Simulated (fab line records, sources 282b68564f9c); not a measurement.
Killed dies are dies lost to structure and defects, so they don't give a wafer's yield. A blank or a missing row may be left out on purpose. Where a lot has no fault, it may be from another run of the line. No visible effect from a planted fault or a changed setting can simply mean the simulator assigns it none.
The tool behind it: which one? + flow rit cmos + 15 lots, 45 wafers sampled, at 2 steps of a route of 202

WHAT THE GAUGES SHOWED, per wafer
RIT_GATE_THK_MEAS_07. Usual: for GATE_OXIDE_THK the level is 3.02 nm and the standard deviation is 0.074.
| lot  | measured    | on            | GATE_OXIDE_THK (nm) | flag |
|------|-------------|---------------|---------------------|------|
| L419 | day 2 12:31 | film metro-03 | 3.17 3.17 3.16      |      |
| L420 | day 2 19:38 | film metro-04 | 3.08 3.08 3.03      |      |
| L422 | day 3 04:56 | film metro-03 | 2.89 2.78 2.87      |      |
| L424 | day 3 15:39 | film metro-04 | 3.07 2.93 3.02      |      |
| L425 | day 3 20:37 | film metro-02 | 3.00 3.06 3.06      |      |
| L426 | day 4 07:36 | film metro-03 | 3.07 3.03 2.95      |      |
| L427 | day 4 09:31 | film metro-02 | 2.94 3.06 2.96      |      |
| L428 | day 4 11:45 | film metro-04 | 2.92 2.91 3.00      |      |
| L429 | day 4 17:58 | film metro-02 | 3.11 3.02 3.04      |      |
| L430 | day 4 23:17 | film metro-04 | 3.03 2.88 2.99      |      |
| L431 | day 5 02:32 | film metro-03 | 3.11 3.03 3.10      |      |
| L433 | day 5 11:58 | film metro-02 | 3.04 3.03 3.06      |      |
| L434 | day 5 19:04 | film metro-04 | 4.99 4.97 4.94      | OFF  |
| L436 | day 6 03:16 | film metro-04 | 4.88 4.78 4.82      | OFF  |
| L438 | day 6 15:03 | film metro-04 | 4.90 4.83 4.86      | OFF  |

WHICH TOOL RAN EACH LOT (tool, then ch and the chambers of the sampled wafers, then the start)
| lot  | RIT_GATE_OXIDATION_05        |
|------|------------------------------|
| L419 | furnace-03 ch 0, day 2 09:53 |
| L420 | furnace-03 ch 0, day 2 15:49 |
| L422 | furnace-04 ch 0, day 3 03:37 |
| L424 | furnace-01 ch 0, day 3 12:23 |
| L425 | furnace-01 ch 0, day 3 18:28 |
| L426 | furnace-01 ch 0, day 4 03:18 |
| L427 | furnace-03 ch 0, day 4 07:36 |
| L428 | furnace-04 ch 0, day 4 10:26 |
| L429 | furnace-01 ch 0, day 4 14:52 |
| L430 | furnace-04 ch 0, day 4 20:38 |
| L431 | furnace-04 ch 0, day 5 01:13 |
| L433 | furnace-01 ch 0, day 5 09:50 |
| L434 | furnace-04 ch 0, day 5 16:26 |
| L436 | furnace-04 ch 0, day 6 00:09 |
| L438 | furnace-04 ch 0, day 6 10:11 |
- RIT_GATE_OXIDATION_05: target thk 3 nm, ox time 270 s.

WHAT THE TOOLS THEMSELVES READ (means of the sampled wafers that have a number; where no wafer has one, the mark that the record gives instead)
RIT_GATE_OXIDATION_05. Usual: tube center temp C at 900.01 C, with a standard deviation of 0.085.
| lot  | tool       | tube center temp C (C) | flag |
|------|------------|------------------------|------|
| L419 | furnace-03 | 900.02                 |      |
| L420 | furnace-03 | 899.98                 |      |
| L422 | furnace-04 | 900.04                 |      |
| L424 | furnace-01 | 899.99                 |      |
| L425 | furnace-01 | 899.95                 |      |
| L426 | furnace-01 | 900.00                 |      |
| L427 | furnace-03 | 900.01                 |      |
| L428 | furnace-04 | 900.12                 |      |
| L429 | furnace-01 | 900.02                 |      |
| L430 | furnace-04 | 900.03                 |      |
| L431 | furnace-04 | 900.05                 |      |
| L433 | furnace-01 | 899.96                 |      |
| L434 | furnace-04 | 900.04                 |      |
| L436 | furnace-04 | 900.05                 |      |
| L438 | furnace-04 | 900.05                 |      |

THE ANSWER, worked out from the rows above alone
Rule: lot off if the mean of its wafers having a number is beyond 3 standard deviations from the usual mean. Also off: a lot with no number at a reading for which 4 or more lots have one. All remaining lots with rows at the step are treated as sound. After the gauges, taken in route order, come the tools' own readings; for these a lot's mean is taken, as printed above. The first step at which some lot is off is used, and at that step the reading that is off furthest; a lot without a number counts as furthest.
Off: L434, L436, L438, seen at RIT_GATE_THK_MEAS_07 (GATE_OXIDE_THK).
A tool fits if, at a process step before that reading, it ran every lot that is off, and no sound lot after the first of them. Those tools and the gauges at RIT_GATE_THK_MEAS_07 are tried in the same way. This does not decide it: 2 tools fit, namely furnace-04 at RIT_GATE_OXIDATION_05 and film metro-04 at RIT_GATE_THK_MEAS_07.

WHAT WAS PUT IN BY THE SIMULATOR
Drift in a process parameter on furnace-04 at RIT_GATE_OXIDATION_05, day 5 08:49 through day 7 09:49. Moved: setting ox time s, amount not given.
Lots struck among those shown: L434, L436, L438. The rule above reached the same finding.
